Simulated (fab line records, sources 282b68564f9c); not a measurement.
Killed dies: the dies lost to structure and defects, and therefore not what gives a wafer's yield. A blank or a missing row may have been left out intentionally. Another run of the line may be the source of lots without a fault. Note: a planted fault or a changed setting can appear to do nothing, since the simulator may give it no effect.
8D (eight disciplines) problem report, filled in by code    flow rit_cmos    the parts of the form that need people (team, actions taken, sign-off) are left out

1. THE PROBLEM
ACTIVE_OXIDE_THK at RIT_ACTIVE_THK_MEAS_02 reads a mean of 54.1 nm on 6 wafers of 2 lots; wafers without a fault read 47.0 nm with a standard deviation of 0.93. That puts it +7.7 standard deviations away from the usual mean.
First seen on wafer L691.1, day 4 07:34, on film_metro-02. At this step, 42 wafers from 14 lots have a number in the record. Rule for "out" (also "out of limits"): further than 4 standard deviations from the usual mean. All remaining wafers that have a number are taken as sound.

2. WHAT IT IS, AND WHAT IT ISN'T
question                     is                            is not
which readings at this step  ACTIVE_OXIDE_THK              -
which lots                   L691, L692                    L679, L680, L681, L682, L683, L684, L685, L687, L688, L695, L700, L701
which wafers of those lots   all that have a number        -
read on which gauges         film_metro-02, film_metro-03  film_metro-01
when                         from day 4 07:34              up to then (27 sound wafers); but 9 sound wafers of L695, L700, L701 came after

3. THE SUSPECTS, EACH WITH WHAT RULES IT OUT
Counting: a tool at a process step up to the reading stays a suspect if it ran every lot that is out and no sound lot after the first of them.
- the gauge at RIT_ACTIVE_THK_MEAS_02 is ruled out. Those wafers that are out were read across 2 gauges (film_metro-02, film_metro-03).
- furnace-04 at RIT_ACTIVE_OXIDATION_01 (target thk 46.8 nm, ox time 3360 s): kept. It ran every lot that is out, first L691 (day 4 05:38), and no sound lot after that; its last sound lot up to then is L688 (day 3 12:07). Its own spike_tc_centre_C, spike_tc_source_C, tube_center_temp_C, tube_center_temp_C_max readings are out on those wafers.
Left after counting: furnace-04 at RIT_ACTIVE_OXIDATION_01.

4. THE CAUSE (what the simulator had put in)
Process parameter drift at RIT_ACTIVE_OXIDATION_01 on furnace-04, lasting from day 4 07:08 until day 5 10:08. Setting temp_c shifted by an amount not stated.
Counting left only this tool.

5. THE EFFECT CHAIN, in route order
Each row: a reading whose mean over the struck wafers that have a number lies more than 3 standard deviations from the usual. Only readings whose record carries a usual standard deviation are examined. hours: median over the lots of the time between each lot's start at the first step of this table that gives one and its start at this step. sigmas: the change, counted in usual standard deviations.
hours  step                     reading                 usual     on struck wafers  change  sigmas
0      RIT_ACTIVE_OXIDATION_01  spike_tc_centre_C       1003.3 C  1020.9            +17.6   +11
0      RIT_ACTIVE_OXIDATION_01  spike_tc_load_C         1029.9 C  1040.8            +10.9   +3.9
0      RIT_ACTIVE_OXIDATION_01  spike_tc_source_C       1023 C    1042              +20     +6.3
0      RIT_ACTIVE_OXIDATION_01  tube_center_temp_C      999.99 C  1014.90           +14.91  +99 or more
0      RIT_ACTIVE_OXIDATION_01  tube_center_temp_C_max  1002.6    1017.4            +14.8   +34
2      RIT_ACTIVE_THK_MEAS_02   ACTIVE_OXIDE_THK        47.0 nm   54.1              +7.1    +7.7
Its process steps:
- RIT_ACTIVE_OXIDATION_01: target thk 46.8 nm, ox time 3360 s.

6. WHAT WOULD HAVE CAUGHT IT SOONER
0 hours passed between the start of the fault at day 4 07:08 and the first reading out of limits at a measuring or inspecting step in this record, taken at day 4 07:34.
Tool's own readings at RIT_ACTIVE_OXIDATION_01, spike_tc_centre_C, spike_tc_source_C, tube_center_temp_C, tube_center_temp_C_max: out on all struck wafers the step has rows for; an alarm limit on them would have tripped on the first.
L692, from the lots that are out (2), started RIT_ACTIVE_OXIDATION_01 on furnace-04 later than day 4 07:34. Putting the tool on hold at that point would have spared it.
